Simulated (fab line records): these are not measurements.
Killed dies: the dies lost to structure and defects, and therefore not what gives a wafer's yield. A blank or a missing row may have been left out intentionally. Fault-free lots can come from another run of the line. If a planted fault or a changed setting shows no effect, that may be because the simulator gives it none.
Chamber matching | flow berkeleyCmos170 | UCB170_GATE_ETCH_15 on rieSi-01: 4 sister chambers
The step etches poly-Si in HBr/Cl2, stops on SiO2, time 56.3 s, target depth 278.2 nm. 4 wafers are shown with their chamber, then 9 later ones without.

## WAFERS PAIRED WITH THEIR CHAMBERS
wafer  | chamber | throttleValvePct (%)
L148.1 | 0       | 26.87
L148.3 | 3       | 26.11
L151.5 | 2       | 26.58
L151.6 | 1       | 26.31

## WAFERS WITH NO CHAMBER GIVEN
wafer  | throttleValvePct (%)
L149.2 | 26.09
L149.5 | 26.58
L149.6 | 26.31
L150.2 | 26.58
L150.4 | 26.87
L150.6 | 26.32
L164.2 | 26.58
L164.5 | 26.59
L164.6 | 26.10

## EACH ONE'S CHAMBER
wafer  | from the rows above | in truth
L149.2 | 3                   | 3
L149.5 | 2                   | 2
L149.6 | 1                   | 1
L150.2 | 2                   | 2
L150.4 | 0                   | 0
L150.6 | 1                   | 1
L164.2 | 2                   | 2
L164.5 | 2                   | 2
L164.6 | 3                   | 3
Placed correctly: 9 of 9. From these rows, 0 cannot be placed. Number placed wrongly: 0.
How it was worked out, from the rows above alone: a wafer's distance from a chamber is the root of the sum, over the readings, of the square of ((its reading less the chamber's mean) divided by the reading's scatter). If the next closest chamber is less than 2 further off than the closest, the wafer can't be placed; otherwise it belongs to the closest. A chamber's mean is the mean of its shown wafers. The scatter (one wafer shown for each chamber): square how far every hidden wafer sits from the nearest shown wafer, average those squares and take the square root.
